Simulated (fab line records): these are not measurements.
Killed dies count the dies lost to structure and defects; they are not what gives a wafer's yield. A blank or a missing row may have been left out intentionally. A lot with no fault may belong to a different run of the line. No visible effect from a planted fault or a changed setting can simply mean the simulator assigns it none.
fab line records	flow rit-cmos
record lots=13	wafers=39	last-day=7
route steps=202 shown GATE@85 PSD@151 CONTACT@176 M1@184
lots that met no fault: taken from a fault-free run of the same line
start-h: hours from the record's opening day to when the first of the lot's shown wafers began	wait-h: hours since the lot's step before	" repeats the value in the row above	L1.1+2: a single row standing in for several wafers	- no value present, or no start provided	* or withheld: withheld	< > ~ a bound
route shown NAME@n: a module of which the file shows steps, and the number in the route of the first	usual: mean/standard deviation taken from wafers without a fault	same: alike in all rows	chamber/n: place in a boat	sites: the reading at each site	_std_site: standard deviation across them	_edge_site: inner sites' mean taken away from outer sites' mean	radius-mm: for every site, how far away it sits from the centre of the wafer	mask NAME#n: copy n	behind: the most recent tool/chamber to have shaped the wafer	hold: reason for holding the lot/hours on hold/outcome of the hold	device: names the non-switching transistor (n, p or np)	end of line: the route-end tests of the same wafers	a step without rows: its recipe alone	killed: count of dies lost to structure and defects at first sort (not the wafer's yield)	map: the dies of a wafer, with x for killed, . for not killed, _ for no die there
set.NAME: the run value of the setting; set.NAME@STEP: its run value at that earlier step	model.NAME: the simulator's own value behind a step, which no gauge read
steps of the route over a sample of lots; a table a step, a row a wafer
services: from which hour (start-h, from the record's first day; less than 0 if before it) a tool's chamber was out of use, for how many hours, and why
## steps
# step RIT_GATE_THK_MEAS_09
# recipe reads=poly-Si_of_GATE_CVD_08
# usual GATE_POLY_THK=250.2/2.5
lot.wafer	tool	chamber	start-h	wait-h	GATE_POLY_THK[nm]
L543.1	film-metro-04	-	42.45	0.0	251.1
L543.2	"	-	"	"	251.7
L543.5	"	-	"	"	251.7
L546.2	film-metro-04	-	56.38	0.0	243.7
L546.3	"	-	"	"	245.4
L546.6	"	-	"	"	247.1
L548.3	film-metro-01	-	67.23	0.0	251.0
L548.5	"	-	"	"	252.9
L548.6	"	-	"	"	250.1
L549.2	film-metro-01	-	71.86	0.0	246.3
L549.4	"	-	"	"	244.9
L549.6	"	-	"	"	247.8
L550.1	film-metro-02	-	77.77	0.0	254.2
L550.4	"	-	"	"	254.1
L550.5	"	-	"	"	253.5
L551.3	film-metro-02	-	81.05	0.0	244.9
L551.5	"	-	"	"	246.5
L551.6	"	-	"	"	246.6
L552.2	film-metro-01	-	87.20	0.0	248.7
L552.5	"	-	"	"	248.8
L552.6	"	-	"	"	248.8
L553.1	film-metro-01	-	92.14	0.0	249.8
L553.4	"	-	"	"	251.5
L553.5	"	-	"	"	250.5
L558.2	film-metro-01	-	117.31	0.0	252.2
L558.3	"	-	"	"	249.9
L558.4	"	-	"	"	250.3
L559.1	film-metro-02	-	122.00	0.0	252.0
L559.3	"	-	"	"	251.4
L559.4	"	-	"	"	251.3
L561.2	film-metro-02	-	130.72	0.0	249.2
L561.5	"	-	"	"	250.2
L561.6	"	-	"	"	250.6
L563.4	film-metro-01	-	141.95	0.0	250.2
L563.5	"	-	"	"	249.7
L563.6	"	-	"	"	250.0
L564.1	film-metro-01	-	149.30	0.0	249.7
L564.4	"	-	"	"	250.8
L564.5	"	-	"	"	250.1
# step RIT_PSD_STRIP_09
# recipe chemistry=O2	time-s=180	resist=NOVOLAK	platen-temp-c=withheld	power-w=500	pressure-mtorr=4000	o2-flow-sccm=4000
# usual drypump-motor-current-A=5.6/0.61	rf-refl-power-W=6.8/1.4
lot.wafer	tool	chamber	start-h	wait-h	drypump-motor-current-A	rf-hours-counter-h	rf-refl-power-W
L543.1	plasma-asher-03	1	56.37	0.1	6.7	41	8.0
L543.2	"	0	"	"	6.4	41	5.3
L543.5	"	0	"	"	6.4	-	5.5
L546.2	plasma-asher-01	1	69.24	0.1	5.7	28	7.2
L546.3	"	0	"	"	5.2	-	8.8
L546.6	"	0	"	"	5.2	-	8.7
L548.3	plasma-asher-01	0	81.08	0.1	5.2	-	8.5
L548.5	"	1	"	"	5.7	-	7.3
L548.6	"	0	"	"	5.2	-	8.6
L549.2	plasma-asher-03	1	87.00	0.1	6.7	44	8.0
L549.4	"	1	"	"	6.7	-	8.1
L549.6	"	1	"	"	6.7	-	7.9
L550.1	plasma-asher-04	0	90.73	0.1	5.4	45	5.3
L550.4	"	0	"	"	5.4	-	5.5
L550.5	"	1	"	"	4.9	-	5.7
L551.3	plasma-asher-01	1	94.02	0.1	5.7	-	7.4
L551.5	"	1	"	"	5.7	-	7.1
L551.6	"	0	"	"	5.2	-	8.9
L552.2	plasma-asher-04	0	99.89	0.1	5.4	46	5.2
L552.5	"	0	"	"	5.4	-	5.4
L552.6	"	1	"	"	4.9	-	5.6
L553.1	plasma-asher-04	1	105.37	0.1	4.9	47	5.6
L553.4	"	0	"	"	5.4	-	5.4
L553.5	"	0	"	"	5.4	-	5.5
L558.2	plasma-asher-04	1	131.15	0.1	4.9	51	5.6
L558.3	"	0	"	"	5.4	-	5.5
L558.4	"	1	"	"	4.9	-	5.7
L559.1	plasma-asher-04	0	135.05	0.1	5.4	52	5.4
L559.3	"	1	"	"	4.9	-	5.4
L559.4	"	0	"	"	5.4	-	5.4
L561.2	plasma-asher-01	1	144.54	0.1	5.7	37	7.1
L561.5	"	1	"	"	5.7	-	7.3
L561.6	"	0	"	"	5.2	-	8.9
L563.4	plasma-asher-03	1	156.01	0.1	6.7	-	7.8
L563.5	"	1	"	"	6.7	-	8.1
L563.6	"	0	"	"	6.4	-	5.6
L564.1	plasma-asher-01	1	164.02	0.1	5.7	39	7.4
L564.4	"	1	"	"	5.7	-	7.2
L564.5	"	0	"	"	5.2	-	8.9
# step RIT_CONTACT_CD_MEAS_08
# recipe target-cd-nm=1000
# usual cd-nm=999.7/1.7
lot.wafer	tool	chamber	start-h	wait-h	cd-nm
L543.1	cd-sem-02	-	59.13	-	997.4
L543.2	"	-	"	"	999.0
L543.5	"	-	"	"	996.6
L546.2	cd-sem-01	-	72.16	-	1002.7
L546.3	"	-	"	"	1001.8
L546.6	"	-	"	"	1000.3
L548.3	cd-sem-01	-	83.83	-	1000.8
L548.5	"	-	"	"	998.8
L548.6	"	-	"	"	999.1
L549.2	cd-sem-01	-	89.87	-	1000.4
L549.4	"	-	"	"	1000.2
L549.6	"	-	"	"	1001.1
L550.1	cd-sem-02	-	93.55	-	1001.4
L550.4	"	-	"	"	998.1
L550.5	"	-	"	"	999.6
L551.3	cd-sem-01	-	96.76	-	1000.6
L551.5	"	-	"	"	1000.5
L551.6	"	-	"	"	998.0
L552.2	cd-sem-02	-	102.80	-	1001.6
L552.5	"	-	"	"	1002.2
L552.6	"	-	"	"	1004.3
L553.1	cd-sem-02	-	108.26	-	1001.1
L553.4	"	-	"	"	998.8
L553.5	"	-	"	"	1001.1
L558.2	cd-sem-02	-	134.05	-	998.9
L558.3	"	-	"	"	999.6
L558.4	"	-	"	"	999.7
L559.1	cd-sem-02	-	137.94	-	999.2
L559.3	"	-	"	"	998.6
L559.4	"	-	"	"	998.6
L561.2	cd-sem-02	-	147.29	-	998.2
L561.5	"	-	"	"	999.8
L561.6	"	-	"	"	999.3
L563.4	cd-sem-02	-	158.94	-	998.5
L563.5	"	-	"	"	1000.3
L563.6	"	-	"	"	1001.8
L564.1	cd-sem-02	-	167.11	-	998.7
L564.4	"	-	"	"	999.6
L564.5	"	-	"	"	998.4
# step RIT_M1_SPUTTER_00
# recipe material=Al	target-thk-nm=400	power-w=2000	chamber-pressure-pa=0.4	gas=Ar	time-s=500	substrate-temp-c=25
# usual cathode-dc-power-W=2000.0/0.34	chamber-pressure-pa=0.4002/0.00067	throttle-valve-pct=30.0/1.1
lot.wafer	tool	chamber	start-h	wait-h	cathode-dc-power-W	chamber-pressure-pa	throttle-valve-pct
L543.1	pvd-sputter-04	-	60.27	0.0	2000.0	0.4007	29.2
L543.2	"	-	"	"	2000.5	0.4009	31.3
L543.5	"	-	"	"	2000.5	0.3998	31.2
L546.2	pvd-sputter-04	-	73.33	0.0	1999.8	0.4016	31.6
L546.3	"	-	"	"	2000.0	0.4012	28.6
L546.6	"	-	"	"	2000.0	0.4013	31.3
L548.3	pvd-sputter-04	-	84.97	0.0	2000.1	0.4004	28.8
L548.5	"	-	"	"	1999.6	0.3996	28.9
L548.6	"	-	"	"	2000.4	0.4005	29.0
L549.2	pvd-sputter-03	-	91.01	0.0	2000.2	0.4006	29.8
L549.4	"	-	"	"	1999.7	0.4003	28.7
L549.6	"	-	"	"	2000.0	0.3994	29.8
L550.1	pvd-sputter-04	-	94.73	0.0	1999.8	0.3998	28.8
L550.4	"	-	"	"	1999.7	0.3996	31.4
L550.5	"	-	"	"	1999.5	0.3996	31.3
L551.3	pvd-sputter-03	-	97.92	0.0	2000.2	0.4007	31.0
L551.5	"	-	"	"	2000.4	0.4005	29.0
L551.6	"	-	"	"	2000.0	0.3994	31.0
L552.2	pvd-sputter-04	-	103.93	0.0	1999.9	0.3986	28.8
L552.5	"	-	"	"	2000.0	0.3995	29.2
L552.6	"	-	"	"	2000.0	0.4000	31.5
L553.1	pvd-sputter-03	-	109.49	0.0	1999.7	0.4002	30.8
L553.4	"	-	"	"	2000.0	0.4006	30.0
L553.5	"	-	"	"	2000.1	0.4003	28.8
L558.2	pvd-sputter-04	-	135.29	0.0	1950.7	0.4008	29.1
L558.3	"	-	"	"	1950.5	0.3999	31.5
L558.4	"	-	"	"	1951.3	0.4012	29.0
L559.1	pvd-sputter-03	-	139.09	0.0	1999.9	0.4002	29.9
L559.3	"	-	"	"	2000.6	0.4014	28.5
L559.4	"	-	"	"	1999.8	0.4003	30.9
L561.2	pvd-sputter-03	-	148.42	0.0	2000.1	0.4001	31.1
L561.5	"	-	"	"	2000.2	0.4012	28.6
L561.6	"	-	"	"	2000.4	0.4010	31.2
L563.4	pvd-sputter-02	-	160.06	0.0	2000.1	0.4003	30.9
L563.5	"	-	"	"	2000.0	0.4005	30.7
L563.6	"	-	"	"	2000.5	0.4002	29.7
L564.1	pvd-sputter-03	-	168.27	0.0	2000.5	0.4003	28.8
L564.4	"	-	"	"	1999.6	0.4004	29.7
L564.5	"	-	"	"	1999.8	0.4005	28.6
# step RIT_M1_PROBE_99
# usual killed_at_M0_to_M3=0.0/0.16	killed-at-contacts=0.0/0.18	killed-at-front-end=7/3.1	killed-dies=7/3.1	killed-open=3.5/2.1	killed-short=3.5/2
# same gross-dies=264	killed_at_M4_up=0	killed-at-back-side=0	killed-at-other=0
lot.wafer	tool	chamber	start-h	wait-h	killed_at_M0_to_M3	killed-at-contacts	killed-at-front-end	killed-dies	killed-open	killed-short
L543.1	prober-02	-	64.29	0.1	0	0	6	6	3	3
L543.2	prober-02	-	64.34	0.1	0	0	8	8	2	6
L543.5	prober-02	-	64.49	0.2	0	0	16	16	6	10
L546.2	prober-01	-	78.62	0.1	0	0	9	9	6	3
L546.3	prober-01	-	78.67	0.2	0	0	6	6	2	4
L546.6	prober-01	-	78.82	0.2	0	0	6	6	2	4
L548.3	prober-01	-	89.15	0.2	1	0	10	11	4	6
L548.5	prober-01	-	89.25	0.2	0	0	6	6	4	2
L548.6	prober-01	-	89.30	0.2	1	0	5	6	1	4
L549.2	prober-02	-	95.31	0.1	0	0	8	8	2	6
L549.4	prober-02	-	95.41	0.2	0	0	5	5	2	3
L549.6	prober-02	-	95.51	0.2	0	0	3	3	0	3
L550.1	prober-01	-	98.74	0.1	0	0	5	5	3	2
L550.4	prober-01	-	98.89	0.2	0	1	4	5	4	1
L550.5	prober-01	-	98.94	0.2	0	0	8	8	3	5
L551.3	prober-02	-	104.12	0.2	0	0	4	4	2	2
L551.5	prober-02	-	104.22	0.2	0	0	9	9	2	6
L551.6	prober-02	-	104.27	0.2	0	0	7	7	3	4
L552.2	prober-01	-	108.01	0.1	0	0	7	7	3	4
L552.5	prober-01	-	108.16	0.2	0	0	4	4	1	3
L552.6	prober-01	-	108.21	0.2	0	0	7	7	3	4
L553.1	prober-02	-	113.50	0.1	0	0	1	1	0	1
L553.4	prober-02	-	113.65	0.2	0	0	3	3	1	2
L553.5	prober-02	-	113.70	0.2	0	0	5	5	3	2
L558.2	prober-01	-	139.35	0.1	0	0	8	8	2	6
L558.3	prober-01	-	139.40	0.2	0	0	4	4	1	3
L558.4	prober-01	-	139.45	0.2	0	0	7	7	4	3
L559.1	prober-02	-	143.67	0.1	0	0	4	4	1	3
L559.3	prober-02	-	143.77	0.2	0	0	12	12	5	7
L559.4	prober-02	-	143.82	0.2	0	0	10	10	7	3
L561.2	prober-02	-	152.66	0.1	0	0	4	4	3	1
L561.5	prober-02	-	152.81	0.2	0	0	6	6	2	4
L561.6	prober-02	-	152.86	0.2	0	0	9	9	6	3
L563.4	prober-02	-	164.37	0.2	0	0	6	6	3	3
L563.5	prober-02	-	164.42	0.2	0	0	6	6	1	3
L563.6	prober-02	-	164.47	0.2	0	0	4	4	2	2
L564.1	prober-02	-	172.60	0.1	0	0	2	2	0	2
L564.4	prober-02	-	172.75	0.2	0	0	5	5	4	0
L564.5	prober-02	-	172.80	0.2	0	0	9	9	6	3
# killed by level:class
L543.1 FOX2:geometric-particle:open=1 GATE:geometric-particle:short=1 REOX:geometric-particle:open=1 SPACER:geometric-particle:open=1 SPACER:geometric-particle:short=1 SILICIDE:geometric-particle:short=1
L543.2 GATE:geometric-particle:short=3 ACTIVE:geometric-particle:short=1 GATE:geometric-particle:open=1 SPACER:geometric-particle:short=1 SPACER:geometric-particle:open=1 SILICIDE:geometric-particle:short=1
L543.5 GATE:geometric-particle:short=3 GATE:geometric-particle:open=3 FOX1:geometric-particle:short=2 REOX:geometric-particle:short=2 REOX:geometric-particle:open=2 SPACER:geometric-particle:short=2 FOX1:geometric-particle:open=1 SILICIDE:geometric-particle:short=1
L546.2 REOX:geometric-particle:open=2 FOX1:geometric-particle:short=1 FOX1:geometric-particle:open=1 FOX2:geometric-particle:open=1 GATE:geometric-particle:short=1 GATE:geometric-particle:open=1 REOX:geometric-particle:short=1 SILICIDE:geometric-particle:open=1
L546.3 FOX2:geometric-particle:short=3 GATE:geometric-particle:open=2 SPACER:geometric-particle:short=1
L546.6 GATE:geometric-particle:open=2 GATE:geometric-particle:short=2 REOX:geometric-particle:short=2
L548.3 FOX1:geometric-particle:short=2 FOX1:geometric-particle:open=2 GATE:geometric-particle:short=2 REOX:geometric-particle:short=2 FOX2:geometric-particle:open=1 REOX:geometric-particle:open=1 M1:coat-microbubble-printed=1
L548.5 SPACER:geometric-particle:open=2 FOX1:geometric-particle:open=1 FOX2:geometric-particle:open=1 REOX:geometric-particle:short=1 SILICIDE:geometric-particle:short=1
L548.6 GATE:geometric-particle:short=3 FOX1:geometric-particle:short=1 REOX:geometric-particle:open=1 M1:coat-microbubble-printed=1
L549.2 GATE:geometric-particle:short=4 GATE:geometric-particle:open=1 REOX:geometric-particle:open=1 REOX:geometric-particle:short=1 SILICIDE:geometric-particle:short=1
L549.4 GATE:geometric-particle:short=3 GATE:geometric-particle:open=1 REOX:geometric-particle:open=1
L549.6 FOX1:geometric-particle:short=2 REOX:geometric-particle:short=1
L550.1 FOX1:geometric-particle:short=1 FOX2:geometric-particle:open=1 GATE:geometric-particle:open=1 SPACER:geometric-particle:open=1 SPACER:geometric-particle:short=1
L550.4 GATE:geometric-particle:open=2 FOX1:geometric-particle:open=1 FOX2:geometric-particle:open=1 CONTACT:geometric-particle:short=1
L550.5 FOX1:geometric-particle:short=2 GATE:geometric-particle:open=2 SPACER:geometric-particle:short=2 REOX:geometric-particle:short=1 REOX:geometric-particle:open=1
L551.3 FOX2:geometric-particle:short=1 FOX2:geometric-particle:open=1 SPACER:geometric-particle:short=1 SPACER:geometric-particle:open=1
L551.5 GATE:geometric-particle:short=4 FOX2:geometric-particle:short=1 GATE:geometric-particle:open=1 REOX:geometric-particle:short=1 SPACER:geometric-particle:open=1 PLDD:coat-microbubble-printed=1
L551.6 GATE:geometric-particle:short=2 FOX1:geometric-particle:open=1 FOX2:geometric-particle:short=1 FOX2:geometric-particle:open=1 GATE:geometric-particle:open=1 SILICIDE:geometric-particle:short=1
L552.2 FOX1:geometric-particle:short=3 FOX1:geometric-particle:open=1 GATE:geometric-particle:short=1 GATE:geometric-particle:open=1 SILICIDE:geometric-particle:open=1
L552.5 FOX1:geometric-particle:short=1 GATE:geometric-particle:short=1 REOX:geometric-particle:short=1 SILICIDE:geometric-particle:open=1
L552.6 GATE:geometric-particle:open=2 GATE:geometric-particle:short=2 SILICIDE:geometric-particle:short=2 REOX:geometric-particle:open=1
L553.1 FOX1:geometric-particle:short=1
L553.4 GATE:geometric-particle:short=2 REOX:geometric-particle:open=1
L553.5 GATE:geometric-particle:open=3 SILICIDE:geometric-particle:short=1 GATE:geometric-particle:short=1
L558.2 SPACER:geometric-particle:short=3 REOX:geometric-particle:short=2 FOX1:geometric-particle:open=1 FOX2:geometric-particle:short=1 REOX:geometric-particle:open=1
L558.3 SPACER:geometric-particle:short=2 FOX1:geometric-particle:short=1 FOX1:geometric-particle:open=1
L558.4 SPACER:geometric-particle:open=2 GATE:geometric-particle:open=1 GATE:geometric-particle:short=1 REOX:geometric-particle:short=1 REOX:geometric-particle:open=1 SPACER:geometric-particle:short=1
L559.1 FOX1:geometric-particle:short=1 FOX1:geometric-particle:open=1 SPACER:geometric-particle:short=1 SILICIDE:geometric-particle:short=1
L559.3 SILICIDE:geometric-particle:short=4 FOX2:geometric-particle:open=2 SPACER:geometric-particle:short=2 FOX1:geometric-particle:open=1 GATE:geometric-particle:short=1 SPACER:geometric-particle:open=1 SILICIDE:geometric-particle:open=1
L559.4 GATE:geometric-particle:open=3 SPACER:geometric-particle:open=2 SILICIDE:geometric-particle:open=2 GATE:geometric-particle:short=1 SPACER:geometric-particle:short=1 SILICIDE:geometric-particle:short=1
L561.2 FOX2:geometric-particle:open=1 GATE:geometric-particle:short=1 REOX:geometric-particle:open=1 SPACER:geometric-particle:open=1
L561.5 GATE:geometric-particle:short=3 SPACER:geometric-particle:open=2 SILICIDE:geometric-particle:short=1
L561.6 FOX2:geometric-particle:open=2 SPACER:geometric-particle:short=2 FOX1:geometric-particle:open=1 GATE:geometric-particle:open=1 REOX:geometric-particle:open=1 SPACER:geometric-particle:open=1 SILICIDE:geometric-particle:short=1
L563.4 GATE:geometric-particle:open=1 GATE:geometric-particle:short=1 SPACER:geometric-particle:short=1 SPACER:geometric-particle:open=1 SILICIDE:geometric-particle:short=1 SILICIDE:geometric-particle:open=1
L563.5 NLDD:coat-microbubble-printed=2 FOX1:geometric-particle:short=1 GATE:geometric-particle:short=1 SPACER:geometric-particle:short=1 SPACER:geometric-particle:open=1
L563.6 REOX:geometric-particle:short=2 GATE:geometric-particle:open=1 SPACER:geometric-particle:open=1
L564.1 SPACER:geometric-particle:short=2
L564.4 GATE:geometric-particle:open=3 REOX:geometric-particle:open=1 GATE:coat-microbubble-printed=1
L564.5 FOX2:geometric-particle:open=2 GATE:geometric-particle:open=2 FOX1:geometric-particle:open=1 FOX2:geometric-particle:short=1 SILICIDE:geometric-particle:open=1 GATE:geometric-particle:short=1 REOX:geometric-particle:short=1
## services
tool	chamber	start-h	hours	kind
pvd-sputter-02	-	37.68	3.3	repair
pvd-sputter-02	-	49.36	1.4	repair
pvd-sputter-02	-	66.16	9.6	repair
plasma-asher-04	-	68.29	2.8	pm
pvd-sputter-02	-	68.66	1.0	repair
plasma-asher-03	-	93.48	28.1	pm
pvd-sputter-04	-	116.17	3.9	repair
plasma-asher-03	-	144.28	5.9	repair
pvd-sputter-03	-	156.35	5.7	repair
pvd-sputter-04	-	158.75	11.4	repair
## key
first-sign step=RIT_M1_SPUTTER_00	reading=cathode-dc-power-W	direction=down	sigmas=99+	usual=2000.0	struck=1950.8
effect none on later readings
met-at RIT_M1_SPUTTER_00
struck-lots L558
tester-left-out L558
not-acting-at RIT_GATE_THK_MEAS_09,RIT_PSD_STRIP_09,RIT_CONTACT_CD_MEAS_08
onset-between 103.93 135.29
earlier-fault kind=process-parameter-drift	tool=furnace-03	chamber=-	onset-h=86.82	steps=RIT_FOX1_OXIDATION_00	channel=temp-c	offset=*	shape=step	end-h=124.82	acts-in=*	stated=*
fault kind=process-parameter-drift	tool=pvd-sputter-04	chamber=-	onset-h=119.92	steps=RIT_M1_SPUTTER_00	channel=power-w	offset=-48.627	shape=step	acts-in=these-recipes-only	stated=2000
# tester-left-out: of these lots the tester's yield and bins aren't shown, on N5 and GAA mostly nor the transistor test; their killed dies are dies lost to structure and defects alone, not to doping, threshold or leakage, so they don't give the yield
